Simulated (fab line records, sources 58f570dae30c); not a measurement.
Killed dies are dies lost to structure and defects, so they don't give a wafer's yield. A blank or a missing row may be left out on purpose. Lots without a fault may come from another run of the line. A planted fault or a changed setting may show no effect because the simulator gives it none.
Chamber matching | flow berkeley_cmos170 | UCB170_SPACER_CVD_00 on pecvd-02: 3 sister chambers
The step deposits SiO2 from TEOS/O2, target thk 376 nm, time 47 s. 14 wafers are shown with their chamber, then 7 later ones without.

WAFERS WITH THEIR CHAMBER
wafer  | chamber | heater_power_w (W)
L134.1 | 2       | 207
L134.2 | 1       | 319
L134.5 | 2       | 223
L139.1 | 0       | 287
L139.4 | 2       | 275
L139.5 | 1       | 282
L141.1 | 2       | 294
L141.3 | 0       | 262
L141.4 | 2       | 298
L143.4 | 0       | 339
L143.5 | 1       | 314
L143.6 | 2       | 207
L148.2 | 0       | 331
L148.4 | 1       | 302

SIGNATURES (means of the wafers above)
reading        | chamber 0 | chamber 1 | chamber 2 | scatter within a chamber
heater_power_w | 304.75    | 304.25    | 250.67    | 35.8
Rule: a wafer's distance from a chamber is the root of the sum, over the readings, of the square of ((its reading less the chamber's mean) divided by the reading's scatter). The wafer belongs to the nearest chamber; if the next one is less than 2 further off, it can't be placed. The scatter: the root of (the sum of the squares of (reading less its chamber's mean) over the shown wafers, divided by (wafers less chambers)).

WAFERS WITHOUT THEIR CHAMBER
wafer  | heater_power_w (W)
L148.5 | 340
L151.1 | 319
L151.5 | 331
L151.6 | 267
L152.1 | 323
L152.3 | 346
L152.6 | 232

WHICH CHAMBER EACH WENT THROUGH
wafer  | from the rows above          | in truth
L148.5 | can't be placed: 0 or 1 or 2 | 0
L151.1 | can't be placed: 0 or 1 or 2 | 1
L151.5 | can't be placed: 0 or 1 or 2 | 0
L151.6 | can't be placed: 2 or 1 or 0 | 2
L152.1 | can't be placed: 0 or 1 or 2 | 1
L152.3 | can't be placed: 0 or 1 or 2 | 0
L152.6 | can't be placed: 2 or 1 or 0 | 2
Placed correctly: 0 of 7. Can't be placed from these rows: 7 (the true chamber is among the candidates in 7). Placed wrongly: 0.
